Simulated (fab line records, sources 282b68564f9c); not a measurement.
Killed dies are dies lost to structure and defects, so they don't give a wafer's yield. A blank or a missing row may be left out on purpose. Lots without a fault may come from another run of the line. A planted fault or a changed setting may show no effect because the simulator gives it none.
fab line records | flow rit_cmos
record lots=6 wafers=18 last_day=8
route steps=202 shown ACTIVE@1 FOX1@20 FOX2@23 M1@202
lots that met no fault: from a run of the same line without faults
start_h: hours from the record's first day to the start of the lot's first wafer shown | wait_h: hours since the lot's step before | " the same as in the row above | L1.1+2: a row that stands for several wafers | - no value, or no start given | * or withheld: withheld | < > ~ a bound
route shown NAME@n: a module of which the file shows steps, and the number in the route of the first | usual: mean/standard deviation of fault-free wafers | same: alike in all rows | chamber/n: place in a boat | sites: the reading at each site | _std_site: their standard deviation | _edge_site: outer sites' mean less inner sites' | radius_mm: how far each site lies from the wafer's centre | mask NAME#n: copy n | behind: the tool/chamber that last shaped the wafer | hold: why the lot was held/for how many hours/how that ended | device: the transistor (n, p or np) that didn't switch | end of line: the same wafers' tests at the end of the route | a step without rows: its recipe alone | killed: dies lost to structure and defects at the first sort, not the wafer's yield | map: a wafer's dies, x killed, . not, _ none there
set.NAME: the setting as run; set.NAME@STEP: as run at that earlier step | model.NAME: the simulator's own value behind a step, which no gauge read
lots at some steps of the route; a table a step, a row a wafer
services: from which hour (start_h, from the record's first day; less than 0 if before it) a tool's chamber was out of use, for how many hours, and why
## steps
# step RIT_ACTIVE_BOW_MEAS_00
# recipe mode=bow
# usual INCOMING_BOW=0/6
# columns lot.wafer tool chamber start_h wait_h INCOMING_BOW[um]
L744.1 film_metro-01 - 30.00 - -11
L744.2 " - " " -7
L744.5 " - " " -4
L745.2 film_metro-01 - 35.02 - 1
L745.4 " - " " 14
L745.6 " - " " -7
L748.2 film_metro-03 - 50.02 - -4
L748.3 " - " " -4
L748.4 " - " " -10
L749.3 film_metro-02 - 55.04 - 9
L749.4 " - " " 10
L749.6 " - " " 6
L750.1 film_metro-03 - 60.00 - -5
L750.3 " - " " 8
L750.4 " - " " -10
L763.1 film_metro-02 - 125.00 - -5
L763.4 " - " " 12
L763.6 " - " " -1
# step RIT_ACTIVE_OXIDATION_01
# recipe temp_c=991.7 ambient=O2 target_thk_a=468 ox_time_s=3360
# usual tube_center_temp_C=991.7/0.086
# columns lot.wafer tool chamber start_h wait_h tube_center_temp_C model.SiO2_of_ACTIVE_OXIDATION_01.thk_nm
L744.1 furnace-03 0 32.24 2.2 991.61 41.78
L744.2 " 0 " " 991.74 42.27
L744.5 " 0 " " 991.59 42.83
L745.2 furnace-04 0 36.11 1.1 991.62 43.67
L745.4 " 0 " " 991.82 44.03
L745.6 " 0 " " 991.54 43.81
L748.2 furnace-04 0 51.10 1.1 991.75 66.41
L748.3 " 0 " " 991.74 66.81
L748.4 " 0 " " 991.82 66.7
L749.3 furnace-01 0 58.53 3.5 991.72 41.34
L749.4 " 0 " " 991.64 42.28
L749.6 " 0 " " 991.89 41.5
L750.1 furnace-04 0 63.30 3.3 991.76 67.46
L750.3 " 0 " " 991.76 66.44
L750.4 " 0 " " 991.66 67.47
L763.1 furnace-03 0 126.54 1.5 991.84 43.21
L763.4 " 0 " " 991.75 42.27
L763.6 " 0 " " 991.73 42.9
# step RIT_ACTIVE_THK_MEAS_02
# recipe reads=SiO2_of_ACTIVE_OXIDATION_01
# usual ACTIVE_OXIDE_THK=43.1/0.78
# columns lot.wafer tool chamber start_h wait_h ACTIVE_OXIDE_THK[nm]
L744.1 film_metro-01 - 34.18 0.0 41.8
L744.2 " - " " 42.3
L744.5 " - " " 42.8
L745.2 film_metro-01 - 38.05 0.0 43.7
L745.4 " - " " 44.1
L745.6 " - " " 43.9
L748.2 film_metro-02 - 53.04 0.0 66.4
L748.3 " - " " 66.8
L748.4 " - " " 66.6
L749.3 film_metro-03 - 60.48 0.0 41.3
L749.4 " - " " 42.3
L749.6 " - " " 41.5
L750.1 film_metro-01 - 65.24 0.0 67.4
L750.3 " - " " 66.4
L750.4 " - " " 67.5
L763.1 film_metro-03 - 128.47 0.0 43.2
L763.4 " - " " 42.2
L763.6 " - " " 42.9
# step RIT_ACTIVE_CVD_03
# recipe material=Si3N4 target_thk_nm=150 temp_c=810 precursor=SiH2Cl2/NH3 time_s=1500 pressure_mtorr=300 sih2cl2_flow_sccm=60 nh3_flow_sccm=150
# step RIT_ACTIVE_THK_MEAS_04
# recipe reads=Si3N4_of_ACTIVE_CVD_03
# usual ACTIVE_NITRIDE_THK=150.2/1.2
# columns lot.wafer tool chamber start_h wait_h ACTIVE_NITRIDE_THK[nm]
L744.1 film_metro-03 - 35.65 0.0 151.8
L744.2 " - " " 152.1
L744.5 " - " " 151.8
L745.2 film_metro-02 - 39.53 0.0 151.5
L745.4 " - " " 150.6
L745.6 " - " " 151.6
L748.2 film_metro-03 - 55.22 0.0 149.7
L748.3 " - " " 151.1
L748.4 " - " " 149.3
L749.3 film_metro-02 - 62.86 0.0 151.6
L749.4 " - " " 150.9
L749.6 " - " " 151.9
L750.1 film_metro-02 - 67.42 0.0 149.0
L750.3 " - " " 148.1
L750.4 " - " " 150.3
L763.1 film_metro-01 - 136.57 0.0 150.6
L763.4 " - " " 149.1
L763.6 " - " " 148.9
# step RIT_ACTIVE_HMDS_05
# recipe prime_time_s=60 prime_temp_c=140
# step RIT_ACTIVE_COAT_06
# recipe resist=NOVOLAK spin_rpm=3250 resist_thk_nm=1000
# step RIT_ACTIVE_SOFTBAKE_07
# recipe resist=NOVOLAK temp_c=90 time_s=60
# step RIT_ACTIVE_EXPOSE_08
# recipe mask_id=M1 na=0.6 source_shape=conventional sigma_outer=0.6 target_cd_nm=1400 dose_mj=225
# step RIT_ACTIVE_PEB_09
# recipe resist=NOVOLAK temp_c=withheld time_s=withheld
# step RIT_ACTIVE_DEVELOP_10
# recipe resist=NOVOLAK develop_time_s=50 dev_temp_c=23
# step RIT_ACTIVE_CD_MEAS_11
# recipe target_cd_nm=1400
# usual cd_nm=1400.3/2.2
# columns lot.wafer tool chamber start_h wait_h cd_nm
L744.1 cd_sem-02 - 36.79 - 1400.0
L744.2 " - " " 1400.4
L744.5 " - " " 1400.7
L745.2 cd_sem-02 - 40.45 - 1397.9
L745.4 " - " " 1398.5
L745.6 " - " " 1399.1
L748.2 cd_sem-02 - 56.14 - 1397.9
L748.3 " - " " 1398.7
L748.4 " - " " 1395.8
L749.3 cd_sem-02 - 63.91 - 1399.3
L749.4 " - " " 1398.0
L749.6 " - " " 1398.0
L750.1 cd_sem-02 - 68.46 - 1401.7
L750.3 " - " " 1403.6
L750.4 " - " " 1401.0
L763.1 cd_sem-01 - 137.60 - 1398.2
L763.4 " - " " 1398.6
L763.6 " - " " 1397.1
# step RIT_ACTIVE_HARDBAKE_12
# recipe resist=NOVOLAK temp_c=140 time_s=60
# step RIT_ACTIVE_ETCH_13
# recipe stop_on=SiO2 chemistry=SF6 target=Si3N4 time_s=210 over_etch_frac=0.4 SF6_flow_sccm=200 pressure_mtorr=260 rf_w=125 target_depth_a=2100
# usual drypump_motor_current_A=5.7/0.3 oes_product_au=0.818/0.012 throttle_valve_pct=7.48/0.11
# columns lot.wafer tool chamber start_h wait_h drypump_motor_current_A oes_product_au rf_hours_counter_h throttle_valve_pct
L744.1 rie_diel-04 3 37.06 0.1 5.5 0.816 95 7.51
L744.2 " 1 " " 5.2 0.818 50 7.51
L744.5 " 2 " " 5.2 0.823 - 7.44
L745.2 rie_diel-04 2 40.70 0.1 5.2 0.819 133 7.49
L745.4 " 1 " " 5.2 0.806 50 7.51
L745.6 " 3 " " 5.5 0.815 - 7.51
L748.2 rie_diel-01 3 56.39 0.1 5.9 0.824 1 7.47
L748.3 " 2 " " 5.4 0.824 13 7.36
L748.4 " 0 " " 6.1 0.827 92 7.67
L749.3 rie_diel-01 1 64.14 0.1 5.8 0.821 147 7.62
L749.4 " 3 " " 5.9 0.831 1 7.45
L749.6 " 3 " " 5.8 0.833 - 7.47
L750.1 rie_diel-04 1 68.73 0.1 5.2 0.806 50 7.51
L750.3 " 3 " " 5.5 0.810 95 7.49
L750.4 " 0 " " 6.1 0.808 34 7.56
L763.1 rie_diel-02 2 137.87 0.1 6.1 0.818 131 7.33
L763.4 " 3 " " 5.8 0.834 8 7.66
L763.6 " 2 " " 6.1 0.811 - 7.33
# step RIT_ACTIVE_STRIP_14
# recipe chemistry=O2 time_s=180 resist=NOVOLAK platen_temp_c=withheld power_w=500 pressure_mtorr=4145 o2_flow_sccm=4000
# usual drypump_motor_current_A=5.8/0.54
# columns lot.wafer tool chamber start_h wait_h drypump_motor_current_A rf_hours_counter_h
L744.1 plasma_asher-01 0 37.19 0.1 5.1 40
L744.2 " 1 " " 6.4 40
L744.5 " 0 " " 5.1 -
L745.2 plasma_asher-02 0 40.83 0.1 6.0 37
L745.4 " 0 " " 6.0 -
L745.6 " 1 " " 6.1 -
L748.2 plasma_asher-04 1 56.53 0.1 6.2 43
L748.3 " 1 " " 6.2 -
L748.4 " 0 " " 5.1 -
L749.3 plasma_asher-02 0 64.34 0.1 6.1 -
L749.4 " 1 " " 6.1 -
L749.6 " 0 " " 6.1 -
L750.1 plasma_asher-01 1 68.86 0.1 6.4 43
L750.3 " 0 " " 5.1 -
L750.4 " 1 " " 6.4 -
L763.1 plasma_asher-04 1 138.01 0.1 6.2 52
L763.4 " 1 " " 6.2 -
L763.6 " 1 " " 6.1 -
# step RIT_ACTIVE_CD_MEAS_90
# recipe target_cd_nm=1400
# usual cd_nm=1400.3/2.2
# columns lot.wafer tool chamber start_h wait_h cd_nm
L744.1 cd_sem-01 - 37.37 0.1 1400.2
L744.2 " - " " 1400.7
L744.5 " - " " 1400.2
L745.2 cd_sem-01 - 41.02 0.1 1397.1
L745.4 " - " " 1398.2
L745.6 " - " " 1398.5
L748.2 cd_sem-02 - 56.72 0.1 1398.2
L748.3 " - " " 1398.5
L748.4 " - " " 1396.4
L749.3 cd_sem-02 - 64.49 0.1 1398.9
L749.4 " - " " 1398.0
L749.6 " - " " 1398.2
L750.1 cd_sem-02 - 69.03 0.1 1401.3
L750.3 " - " " 1403.4
L750.4 " - " " 1400.9
L763.1 cd_sem-02 - 138.18 0.1 1398.0
L763.4 " - " " 1398.8
L763.6 " - " " 1397.1
# step RIT_ACTIVE_CLEAN_15
# recipe chemistry=SC1 mix=3:3:50 time_s=600 temp_c=75
# step RIT_ACTIVE_CLEAN_16
# recipe chemistry=dHF dilution=50:1 time_s=30
# step RIT_ACTIVE_CLEAN_17
# recipe chemistry=SC2 mix=3:3:50 time_s=600 temp_c=75 dry=n2_spin
# step RIT_FOX1_OXIDATION_00
# recipe temp_c=1100 ambient=H2O target_thk_a=3507 p_h2o_torr=720 ox_time_s=1130
# step RIT_FOX1_THK_MEAS_01
# recipe reads=SiO2_of_FOX1_OXIDATION_00
# usual FOX1_OXIDE_THK=351/7.7
# columns lot.wafer tool chamber start_h wait_h FOX1_OXIDE_THK[nm]
L744.1 film_metro-03 - 40.33 0.0 344
L744.2 " - " " 340
L744.5 " - " " 348
L745.2 film_metro-04 - 45.07 0.0 361
L745.4 " - " " 358
L745.6 " - " " 361
L748.2 film_metro-02 - 61.79 0.0 341
L748.3 " - " " 338
L748.4 " - " " 340
L749.3 film_metro-04 - 67.88 0.0 363
L749.4 " - " " 360
L749.6 " - " " 364
L750.1 film_metro-02 - 70.85 0.0 346
L750.3 " - " " 342
L750.4 " - " " 347
L763.1 film_metro-04 - 143.09 0.0 351
L763.4 " - " " 354
L763.6 " - " " 349
# step RIT_FOX1_WET_ETCH_02
# recipe chemistry=BOE target_depth_nm=350 time_s=390 temp_c=21.5 dry=n2_spin dilution=10:1 target=SiO2
# step RIT_FOX2_OXIDATION_00
# recipe temp_c=1100 ambient=H2O target_thk_a=3507 p_h2o_torr=720 ox_time_s=1130
# step RIT_FOX2_THK_MEAS_01
# recipe reads=SiO2_of_FOX2_OXIDATION_00
# usual FOX2_OXIDE_THK=353/6.1
# columns lot.wafer tool chamber start_h wait_h FOX2_OXIDE_THK[nm]
L744.1 film_metro-01 - 44.20 0.0 357
L744.2 " - " " 355
L744.5 " - " " 351
L745.2 film_metro-03 - 46.60 0.0 362
L745.4 " - " " 354
L745.6 " - " " 357
L748.2 film_metro-01 - 66.56 0.0 358
L748.3 " - " " 359
L748.4 " - " " 352
L749.3 film_metro-01 - 69.67 0.0 344
L749.4 " - " " 350
L749.6 " - " " 345
L750.1 film_metro-04 - 74.26 0.0 364
L750.3 " - " " 365
L750.4 " - " " 375
L763.1 film_metro-03 - 148.27 0.0 352
L763.4 " - " " 348
L763.6 " - " " 352
# step RIT_FOX2_CLEAN_02
# recipe chemistry=dHF dilution=50:1 time_s=180
# step RIT_FOX2_WET_ETCH_03
# recipe chemistry=H3PO4 target=Si3N4 target_depth_nm=195 temp_c=165 time_s=2700
# usual bath_guard_temp_C=165.2/0.32
# columns lot.wafer tool chamber start_h wait_h bath_guard_temp_C model.SiO2_of_ACTIVE_OXIDATION_01.thk_nm
L744.1 wet_bench-01 2 44.32 0.0 165.3 36.52
L744.2 " 2 " " 165.1 37.62
L744.5 " 2 " " 165.2 37.52
L745.2 wet_bench-02 2 46.71 0.0 165.5 38.25
L745.4 " 2 " " 164.9 39.17
L745.6 " 2 " " 165.1 38.33
L748.2 wet_bench-02 0 66.67 0.0 165.0 59.12
L748.3 " 0 " " 165.2 59.11
L748.4 " 0 " " 164.9 59
L749.3 wet_bench-04 2 69.77 0.0 165.0 36.81
L749.4 " 2 " " 165.3 37.65
L749.6 " 2 " " 165.1 36.96
L750.1 wet_bench-01 3 74.38 0.0 164.8 60.07
L750.3 " 3 " " 165.2 58.56
L750.4 " 3 " " 165.0 60.08
L763.1 wet_bench-02 2 148.39 0.0 164.9 38.45
L763.4 " 2 " " 164.8 37.61
L763.6 " 2 " " 165.0 38.17
# step RIT_FOX2_THK_MEAS_90
# recipe reads=SiO2_of_FOX2_OXIDATION_00
# usual FIELD_OXIDE_LEFT_1_THK=326/6.2
# columns lot.wafer tool chamber start_h wait_h FIELD_OXIDE_LEFT_1_THK[nm]
L744.1 film_metro-03 - 45.08 0.0 330
L744.2 " - " " 328
L744.5 " - " " 324
L745.2 film_metro-04 - 47.47 0.0 335
L745.4 " - " " 327
L745.6 " - " " 330
L748.2 film_metro-01 - 67.50 0.0 331
L748.3 " - " " 332
L748.4 " - " " 326
L749.3 film_metro-03 - 70.54 0.0 317
L749.4 " - " " 323
L749.6 " - " " 317
L750.1 film_metro-04 - 75.14 0.0 336
L750.3 " - " " 338
L750.4 " - " " 348
L763.1 film_metro-04 - 149.22 0.0 324
L763.4 " - " " 321
L763.6 " - " " 324
# step RIT_M1_PROBE_99
# usual killed_at_front_end=7/3.1 killed_dies=7/3.1 killed_on_rim=1.9/1.4 killed_open=3.6/2.2 killed_short=3.4/2.1
# same gross_dies=264 killed_at_M0_to_M3=0 killed_at_M4_up=0 killed_at_back_side=0 killed_at_contacts=0 killed_at_other=0
# columns lot.wafer tool chamber start_h wait_h killed_at_front_end killed_dies killed_on_rim killed_open killed_short
L744.1 prober-01 - 91.06 0.1 11 11 6 2 9
L744.2 prober-01 - 91.11 0.1 7 7 2 3 4
L744.5 prober-01 - 91.26 0.2 14 14 4 7 7
L745.2 prober-02 - 93.66 0.1 11 11 1 1 9
L745.4 prober-02 - 93.76 0.2 7 7 0 2 5
L745.6 prober-02 - 93.86 0.2 9 9 0 4 5
L748.2 prober-01 - 112.56 0.1 7 7 3 3 4
L748.3 prober-01 - 112.61 0.2 14 14 3 7 7
L748.4 prober-01 - 112.66 0.2 10 10 1 5 5
L749.3 prober-02 - 115.29 0.2 8 8 3 6 2
L749.4 prober-02 - 115.34 0.2 9 9 2 5 4
L749.6 prober-02 - 115.44 0.2 5 5 2 4 1
L750.1 prober-01 - 118.23 0.1 6 6 3 5 1
L750.3 prober-01 - 118.33 0.2 9 9 3 2 7
L750.4 prober-01 - 118.38 0.2 4 4 1 2 2
L763.1 prober-01 - 197.28 0.1 7 7 2 6 1
L763.4 prober-01 - 197.43 0.2 9 9 3 4 5
L763.6 prober-01 - 197.53 0.2 8 8 4 3 5
# killed by level:class
L744.1 GATE:geometric_particle:short=5 FOX1:geometric_particle:short=2 FOX2:geometric_particle:short=2 GATE:geometric_particle:open=2
L744.2 GATE:geometric_particle:short=2 GATE:geometric_particle:open=2 FOX1:geometric_particle:open=1 FOX2:geometric_particle:short=1 REOX:geometric_particle:short=1
L744.5 GATE:geometric_particle:short=4 FOX2:geometric_particle:open=2 GATE:geometric_particle:open=2 SILICIDE:geometric_particle:short=2 SILICIDE:geometric_particle:open=2 FOX1:geometric_particle:open=1 FOX1:geometric_particle:short=1
L745.2 FOX1:geometric_particle:short=3 FOX2:geometric_particle:short=2 REOX:geometric_particle:short=2 GATE:geometric_particle:short=1 REOX:geometric_particle:open=1 SPACER:geometric_particle:short=1 NSD:coat_microbubble_printed=1
L745.4 GATE:geometric_particle:short=2 SPACER:geometric_particle:short=2 FOX1:geometric_particle:short=1 GATE:geometric_particle:open=1 REOX:geometric_particle:open=1
L745.6 FOX1:geometric_particle:short=2 FOX2:geometric_particle:open=2 GATE:geometric_particle:short=2 FOX1:geometric_particle:open=1 SILICIDE:geometric_particle:short=1 REOX:geometric_particle:open=1
L748.2 GATE:geometric_particle:short=2 ACTIVE:geometric_particle:short=1 FOX1:geometric_particle:open=1 GATE:geometric_particle:open=1 REOX:geometric_particle:open=1 SILICIDE:geometric_particle:short=1
L748.3 GATE:geometric_particle:open=4 GATE:geometric_particle:short=3 FOX1:geometric_particle:short=2 FOX1:geometric_particle:open=1 FOX2:geometric_particle:short=1 REOX:geometric_particle:short=1 SPACER:geometric_particle:open=1 SILICIDE:geometric_particle:open=1
L748.4 GATE:geometric_particle:short=3 GATE:geometric_particle:open=2 FOX1:geometric_particle:open=1 REOX:geometric_particle:short=1 SPACER:geometric_particle:open=1 SILICIDE:geometric_particle:open=1 SILICIDE:geometric_particle:short=1
L749.3 FOX2:geometric_particle:open=2 SPACER:geometric_particle:open=2 FOX1:geometric_particle:open=1 FOX2:geometric_particle:short=1 GATE:geometric_particle:open=1 SPACER:geometric_particle:short=1
L749.4 FOX2:geometric_particle:open=2 GATE:geometric_particle:open=2 GATE:geometric_particle:short=2 FOX1:geometric_particle:short=1 REOX:geometric_particle:open=1 SILICIDE:geometric_particle:short=1
L749.6 GATE:geometric_particle:open=3 FOX1:geometric_particle:open=1 SILICIDE:geometric_particle:short=1
L750.1 GATE:geometric_particle:open=3 FOX2:geometric_particle:open=2 FOX2:geometric_particle:short=1
L750.3 REOX:geometric_particle:short=4 GATE:geometric_particle:short=2 SPACER:geometric_particle:open=1 SILICIDE:geometric_particle:short=1 SILICIDE:geometric_particle:open=1
L750.4 FOX1:geometric_particle:open=1 GATE:geometric_particle:short=1 SPACER:geometric_particle:short=1 SPACER:geometric_particle:open=1
L763.1 GATE:geometric_particle:open=4 REOX:geometric_particle:open=1 SPACER:geometric_particle:open=1 SPACER:geometric_particle:short=1
L763.4 FOX1:geometric_particle:open=3 FOX1:geometric_particle:short=2 REOX:geometric_particle:short=2 GATE:geometric_particle:short=1 GATE:geometric_particle:open=1
L763.6 FOX1:geometric_particle:open=2 GATE:geometric_particle:short=2 REOX:geometric_particle:short=2 GATE:geometric_particle:open=1 SPACER:geometric_particle:short=1
## services
# columns tool chamber start_h hours kind
rie_diel-01 3 10.45 - clean
rie_diel-01 3 10.45 19.0 scheduled_down
rie_diel-01 3 10.45 19.0 vent_cycle
plasma_asher-01 - 10.81 3.7 repair
rie_diel-04 0 21.92 3.9 repair
rie_diel-01 - 33.21 2.8 pm
plasma_asher-02 - 34.74 1.7 repair
rie_diel-01 2 37.48 6.7 repair
plasma_asher-01 - 38.09 5.4 repair
rie_diel-04 3 60.48 3.4 repair
rie_diel-01 0 64.56 14.7 repair
plasma_asher-02 - 68.80 1.6 repair
furnace-04 - 97.41 6.8 pm
plasma_asher-01 - 100.24 14.6 pm
plasma_asher-02 - 108.75 9.0 pm
plasma_asher-02 0 108.75 9.0 vent_cycle
plasma_asher-02 1 108.75 9.0 vent_cycle
plasma_asher-02 0 117.75 - clean
plasma_asher-02 1 117.75 - clean
rie_diel-02 - 128.13 0.2 repair
rie_diel-02 3 138.18 8.4 repair
furnace-03 - 138.93 3.1 pm
furnace-01 - 143.87 16.0 pm
## key
first_sign step=RIT_ACTIVE_THK_MEAS_02 reading=ACTIVE_OXIDE_THK direction=up sigmas=31 usual=43.1 struck=66.9
effect none on later readings
model_effect step=RIT_ACTIVE_OXIDATION_01 value=SiO2_of_ACTIVE_OXIDATION_01.thk_nm without=43.75 struck=66.88
model_effect step=RIT_FOX2_WET_ETCH_03 value=SiO2_of_ACTIVE_OXIDATION_01.thk_nm without=38.72 struck=59.32
met_at RIT_ACTIVE_OXIDATION_01
struck_wafers L748.2,L748.3,L748.4,L750.1,L750.3,L750.4
tester_left_out L748,L750
onset_between 36.11 51.10
fault kind=process_parameter_drift tool=furnace-04 chamber=- onset_h=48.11 steps=RIT_ACTIVE_OXIDATION_01 channel=ox_time_s offset=* shape=step end_h=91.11 acts_in=* stated=*
# tester_left_out: of these lots the tester's yield and bins aren't shown, on N5 and GAA mostly nor the transistor test; their killed dies are dies lost to structure and defects alone, not to doping, threshold or leakage, so they don't give the yield
